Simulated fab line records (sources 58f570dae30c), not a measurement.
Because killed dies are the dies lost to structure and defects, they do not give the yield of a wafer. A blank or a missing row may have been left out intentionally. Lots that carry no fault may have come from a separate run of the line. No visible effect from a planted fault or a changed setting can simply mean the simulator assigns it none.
Which of the tools did it? | flow berkeleyCmos170 | Sampling: 11 lots, 33 wafers, 7 of 331 route steps

== WHAT THE GAUGES READ, wafer by wafer ==
UCB170_NLDD_CD_MEAS_06: the cd target is 1200 nm. Usual: cdNm at 1200.1 nm, with a standard deviation of 1.2.
lot  | measured    | on       | cdNm (nm)            | flag
L789 | day 6 02:36 | cdSem-01 | 1200.0 1201.4 1199.8 | 
L792 | day 6 14:21 | cdSem-02 | 1199.7 1200.3 1199.5 | 
L790 | day 6 15:10 | cdSem-02 | 1197.8 1198.5 1197.9 | 
L791 | day 6 15:40 | cdSem-01 | 1198.7 1199.8 1200.0 | 
L793 | day 7 06:31 | cdSem-01 | 1198.9 1200.9 1199.8 | 
L794 | day 7 06:47 | cdSem-02 | 1201.8 1201.6 1202.6 | 
L795 | day 7 16:36 | cdSem-02 | 1200.0 1199.1 1198.5 | 
L797 | day 8 02:31 | cdSem-01 | 1200.7 1199.4 1200.1 | 
L796 | day 8 02:49 | cdSem-01 | 1200.2 1201.6 1199.1 | 
L798 | day 8 12:26 | cdSem-01 | 1202.2 1201.6 1202.1 | 
L799 | day 8 12:51 | cdSem-01 | 1202.6 1200.9 1202.7 | 

UCB170_PSD_TW_MEAS_10. Usual: PSD_TW 2324, standard deviation 16.
lot  | measured    | on           | PSD_TW         | flag
L789 | day 6 10:53 | filmMetro-03 | 2331 2323 2318 | 
L792 | day 6 23:01 | filmMetro-03 | 2315 2316 2307 | 
L790 | day 6 23:19 | filmMetro-01 | 2317 2320 2329 | 
L791 | day 6 23:06 | filmMetro-03 | 2327 2322 2318 | 
L793 | day 7 14:17 | filmMetro-03 | 2320 2310 2317 | 
L794 | day 7 14:32 | filmMetro-03 | 2325 2311 2319 | 
L795 | day 8 02:04 | filmMetro-03 | 2319 2321 2315 | 
L797 | day 8 09:54 | filmMetro-03 | 2981 2976 3000 | OFF
L796 | day 8 09:37 | filmMetro-01 | 2988 2969 2972 | OFF
L798 | day 8 19:48 | filmMetro-03 | 2974 2977 2983 | OFF
L799 | day 8 20:11 | filmMetro-03 | 3000 2987 2994 | OFF

UCB170_NSD_TW_MEAS_10. Usual: NSD_TW 4174, standard deviation 41.
lot  | measured    | on           | NSD_TW         | flag
L789 | day 6 13:34 | filmMetro-02 | 4222 4229 4218 | 
L792 | day 7 00:30 | filmMetro-01 | 4140 4159 4142 | 
L790 | day 7 00:52 | filmMetro-01 | 4145 4125 4127 | 
L791 | day 7 00:46 | filmMetro-03 | 4163 4188 4189 | 
L793 | day 7 16:28 | filmMetro-01 | 4133 4131 4156 | 
L794 | day 7 17:06 | filmMetro-03 | 4166 4147 4144 | 
L795 | day 8 03:51 | filmMetro-03 | 4200 4174 4191 | 
L797 | day 8 11:41 | filmMetro-01 | 4165 4146 4177 | 
L796 | day 8 11:14 | filmMetro-03 | 4181 4190 4158 | 
L798 | day 8 21:29 | filmMetro-03 | 4182 4216 4180 | 
L799 | day 8 22:11 | filmMetro-01 | 4158 4159 4159 | 

UCB170_SDANNEAL_RS_MEAS_02: measurement is done with a four-point probe. Usual: PSD_RS 75.56 ohm/sq, standard deviation 0.26.
lot  | measured    | on           | PSD_RS (ohm/sq)      | flag
L789 | day 6 16:01 | filmMetro-01 | 75.10 75.16 75.28    | 
L792 | day 7 01:35 | filmMetro-03 | 75.95 75.99 75.99    | 
L790 | day 7 02:04 | filmMetro-03 | 75.26 75.41 75.32    | 
L791 | day 7 01:52 | filmMetro-01 | 75.44 75.42 76.03    | 
L793 | day 7 17:45 | filmMetro-03 | 75.59 75.45 75.66    | 
L794 | day 7 18:12 | filmMetro-01 | 75.68 75.53 75.56    | 
L795 | day 8 04:57 | filmMetro-03 | 75.60 76.06 75.59    | 
L797 | day 8 13:14 | filmMetro-01 | 146.54 146.33 146.58 | OFF
L796 | day 8 12:36 | filmMetro-01 | 146.62 146.35 146.18 | OFF
L798 | day 8 22:46 | filmMetro-02 | 147.02 146.80 146.98 | OFF
L799 | day 8 23:17 | filmMetro-03 | 146.67 146.66 146.96 | OFF

== TOOL THAT RAN EACH LOT (tool first, then ch and the chambers of the sampled wafers, then the start) ==
lot  | UCB170_PLDD_STRIP_10               | UCB170_PSD_IMPLANT_08          | UCB170_PSD_STRIP_09
L789 | plasmaAsher-01 ch 0,1, day 6 01:06 | implanter-02 ch 0, day 6 10:38 | plasmaAsher-02 ch 1, day 6 10:47
L792 | plasmaAsher-03 ch 0,1, day 6 12:44 | implanter-02 ch 0, day 6 22:46 | plasmaAsher-02 ch 0,1, day 6 22:55
L790 | plasmaAsher-01 ch 1, day 6 13:04   | implanter-04 ch 0, day 6 23:04 | plasmaAsher-01 ch 0,1, day 6 23:13
L791 | plasmaAsher-03 ch 0,1, day 6 13:19 | implanter-03 ch 0, day 6 22:52 | plasmaAsher-03 ch 0,1, day 6 23:00
L793 | plasmaAsher-03 ch 0,1, day 7 05:08 | implanter-02 ch 0, day 7 14:02 | plasmaAsher-02 ch 0,1, day 7 14:11
L794 | plasmaAsher-01 ch 0,1, day 7 05:24 | implanter-03 ch 0, day 7 14:17 | plasmaAsher-02 ch 0,1, day 7 14:26
L795 | plasmaAsher-04 ch 0,1, day 7 14:26 | implanter-04 ch 0, day 8 01:49 | plasmaAsher-02 ch 0,1, day 8 01:58
L797 | plasmaAsher-04 ch 0,1, day 8 01:20 | implanter-04 ch 0, day 8 09:41 | plasmaAsher-03 ch 0,1, day 8 09:49
L796 | plasmaAsher-03 ch 0,1, day 8 01:38 | implanter-03 ch 0, day 8 09:23 | plasmaAsher-02 ch 0,1, day 8 09:30
L798 | plasmaAsher-04 ch 0,1, day 8 10:46 | implanter-03 ch 0, day 8 19:33 | plasmaAsher-03 ch 0,1, day 8 19:42
L799 | plasmaAsher-04 ch 0,1, day 8 11:08 | implanter-02 ch 0, day 8 19:58 | plasmaAsher-01 ch 0,1, day 8 20:05
- UCB170_PLDD_STRIP_10: strips in O2.
- UCB170_PSD_IMPLANT_08
- UCB170_PSD_STRIP_09: strips in O2.

== AS READ BY THE TOOLS THEMSELVES (means over the sampled wafers that have a number; for cases with no such wafer, the mark the record gives instead) ==
UCB170_PLDD_STRIP_10. Usual: drypumpMotorCurrentA 5.7 A, standard deviation 0.41; oesProductAu 0.734 a.u., standard deviation 0.0045; stripTimeToEndpointS 21.65 s, standard deviation 0.053.
lot  | tool           | drypumpMotorCurrentA (A) | oesProductAu (a.u.) | stripTimeToEndpointS (s) | flag
L789 | plasmaAsher-01 | 5.2                      | 0.730               | 21.73                    | 
L792 | plasmaAsher-03 | 6.0                      | 0.734               | 21.68                    | 
L790 | plasmaAsher-01 | 5.7                      | 0.734               | 21.57                    | 
L791 | plasmaAsher-03 | 6.0                      | 0.730               | 21.71                    | 
L793 | plasmaAsher-03 | 6.0                      | 0.737               | 21.66                    | 
L794 | plasmaAsher-01 | 5.2                      | 0.734               | 21.62                    | 
L795 | plasmaAsher-04 | 5.8                      | 0.732               | 21.56                    | 
L797 | plasmaAsher-04 | 5.7                      | 0.737               | 21.66                    | 
L796 | plasmaAsher-03 | 6.1                      | 0.735               | 21.60                    | 
L798 | plasmaAsher-04 | 5.8                      | 0.733               | 21.64                    | 
L799 | plasmaAsher-04 | 5.8                      | 0.734               | 21.62                    | 

UCB170_PSD_STRIP_09. Usual: drypumpMotorCurrentA 5.6 A, standard deviation 0.35; oesProductAu 0.600 a.u., standard deviation 0.0046; stripTimeToEndpointS 29.41 s, standard deviation 0.075.
lot  | tool           | drypumpMotorCurrentA (A) | oesProductAu (a.u.) | stripTimeToEndpointS (s) | flag
L789 | plasmaAsher-02 | 5.5                      | 0.600               | 29.57                    | 
L792 | plasmaAsher-02 | 5.7                      | 0.599               | 29.39                    | 
L790 | plasmaAsher-01 | 5.2                      | 0.602               | 29.52                    | 
L791 | plasmaAsher-03 | 6.2                      | 0.598               | 29.49                    | 
L793 | plasmaAsher-02 | 5.7                      | 0.603               | 29.47                    | 
L794 | plasmaAsher-02 | 5.6                      | 0.599               | 29.45                    | 
L795 | plasmaAsher-02 | 5.6                      | 0.602               | 29.42                    | 
L797 | plasmaAsher-03 | 6.0                      | 0.617               | 28.18                    | OFF
L796 | plasmaAsher-02 | 5.7                      | 0.615               | 28.12                    | OFF
L798 | plasmaAsher-03 | 6.2                      | 0.621               | 28.11                    | OFF
L799 | plasmaAsher-01 | 5.5                      | 0.622               | 28.07                    | OFF

== THE ANSWER, worked out from the rows above alone ==
Rule: take the mean of a lot's wafers that have a number; if it is more than 3 standard deviations from the usual mean, the lot is off. A lot without any number at a reading at which 4 lots or more have one is off too. Any other lot the step has rows for is counted as sound. First the gauges in route order, then the tools' own readings, where a lot's mean is used as printed above. The first step at which some lot is off is used, and at that step the reading that is off furthest; a lot without a number counts as furthest.
Off: L797, L796, L798, L799, seen at UCB170_PSD_TW_MEAS_10 (PSD_TW).
A tool fits if, at a process step before that reading, it ran every lot that is off, and no sound lot after the first of them. The gauges at UCB170_PSD_TW_MEAS_10 aren't tried: what is off there is off at UCB170_PSD_STRIP_09 too, on other tools, and a gauge's error can't cause that. Not one of the candidates tried fits.

== WHAT THE SIMULATOR HAD INSERTED ==
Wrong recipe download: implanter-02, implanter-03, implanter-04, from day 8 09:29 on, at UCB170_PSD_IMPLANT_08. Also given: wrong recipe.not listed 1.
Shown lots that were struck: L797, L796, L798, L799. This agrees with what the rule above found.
